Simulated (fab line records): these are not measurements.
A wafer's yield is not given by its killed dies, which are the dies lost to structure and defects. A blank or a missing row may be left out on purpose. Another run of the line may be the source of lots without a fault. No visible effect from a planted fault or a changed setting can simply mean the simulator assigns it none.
Problem report, 8D (eight disciplines) form, completed by code	flow berkeley cmos170	the parts of the form that need people (team, actions taken, sign-off) are left out

## 1. THE PROBLEM
Wafers free of any fault read 0.0322 ohm/sq (standard deviation 0.00031) for M2_AL_RS at UCB170_M2_RS_MEAS_02, against a mean of 0.0355 ohm/sq on 6 wafers of 2 lots. That puts it +11 standard deviations away from the usual mean.
The step: measures by four-point-probe.
First observed at day 10 23:28: wafer L960.4, on film metro-04. Wafers with a number at this step in the record: 42, from 14 lots. By rule, "out" or "out of limits" means more than 4 standard deviations away from the usual mean. The rest of the wafers with a number are treated as sound.

## 2. WHAT IT IS, WHAT IT ISN'T
question	is	is not
which readings at this step	M2_AL_RS	-
which lots	L960, L962	L947, L948, L949, L950, L951, L952, L953, L961, L964, L965, L967, L969
which wafers of those lots	all that have a number	-
read on which gauges	film metro-01, film metro-04	film metro-02
when	from day 10 23:28	up to then (21 sound wafers); but 15 sound wafers of L961, L964, L965, L967, L969 came after

## 3. THE SUSPECTS, EACH WITH WHAT RULES IT OUT
Counting: a tool stays on the suspect list if, at a process step up to the reading, it processed all lots that are out and no sound lot following the first of them.
- ruled out: the gauge at UCB170_M2_RS_MEAS_02. 2 gauges (film metro-01, film metro-04) read the wafers that are out.
- pvd sputter-01 at UCB170_M2_SPUTTER_01 (material Al, target thk 900 nm, time 120 s): kept. All lots that are out passed through it, beginning with L960 at day 10 23:19, and no sound lot followed; its final sound lot before that point was L950 at day 9 02:22. Out on those wafers are its own readings of chamber pressure pa.
After counting, what remains is pvd sputter-01 at UCB170_M2_SPUTTER_01.

## 4. THE CAUSE (what the simulator had put in)
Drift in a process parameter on pvd sputter-01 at UCB170_M2_SPUTTER_01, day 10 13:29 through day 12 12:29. Setting chamber pressure pa, moved by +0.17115, from 0.5. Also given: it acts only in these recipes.
The count eliminated every tool but this one.

## 5. SEQUENCE OF EFFECTS, ordered by route
Each row: a reading where the mean over the struck wafers with a number is more than 3 standard deviations away from the usual. Scope: only readings with a usual standard deviation given in the record; hours: median across lots of the time from each lot's start at the first step in this table that gives one to its start at this step; sigmas: change in usual standard deviations.
hours	step	reading	usual	on struck wafers	change	sigmas
0	UCB170_M2_SPUTTER_01	chamber pressure pa	0.5000 Pa	0.6712	+0.1712	+99 or more
0	UCB170_M2_SPUTTER_01	throttle valve pct	30.1 %	25.8	-4.3	-3.9
0	UCB170_M2_RS_MEAS_02	M2_AL_RS	0.0322 ohm/sq	0.0355	+0.0033	+11
0	UCB170_M2_THK_MEAS_03	M2_AL_THK	883 nm	801	-82	-9.9
4	UCB170_M2_METAL_ETCH_18	oes product au	0.862 a.u.	0.823	-0.039	-3.6
The process steps in it:
- UCB170_M2_SPUTTER_01: material Al, target thk 900 nm, time 120 s.
- UCB170_M2_METAL_ETCH_18: etches Al in Cl2/BCl3, stops on SiO2, target depth 1170 nm, time 195 s.
Later measuring or inspecting steps at which every struck wafer that the step has a row for has a number for every such reading, and none has moved that far: UCB170_M2_CD_MEAS_15.

## 6. HOW IT WOULD HAVE BEEN CAUGHT EARLIER
Counted from the fault's start at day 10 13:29, it took 10 hours until the first out-of-limits reading at a measuring or inspecting step in this record, taken at day 10 23:28.
At UCB170_M2_SPUTTER_01, the tool's own readings (chamber pressure pa) were out on each struck wafer the step has a row for, so an alarm limit on them would have fired on the first such wafer.
Among the 2 lots that are out, L962 began UCB170_M2_SPUTTER_01 on pvd sputter-01 after day 10 23:28. Putting the tool on hold at that point would have spared it.
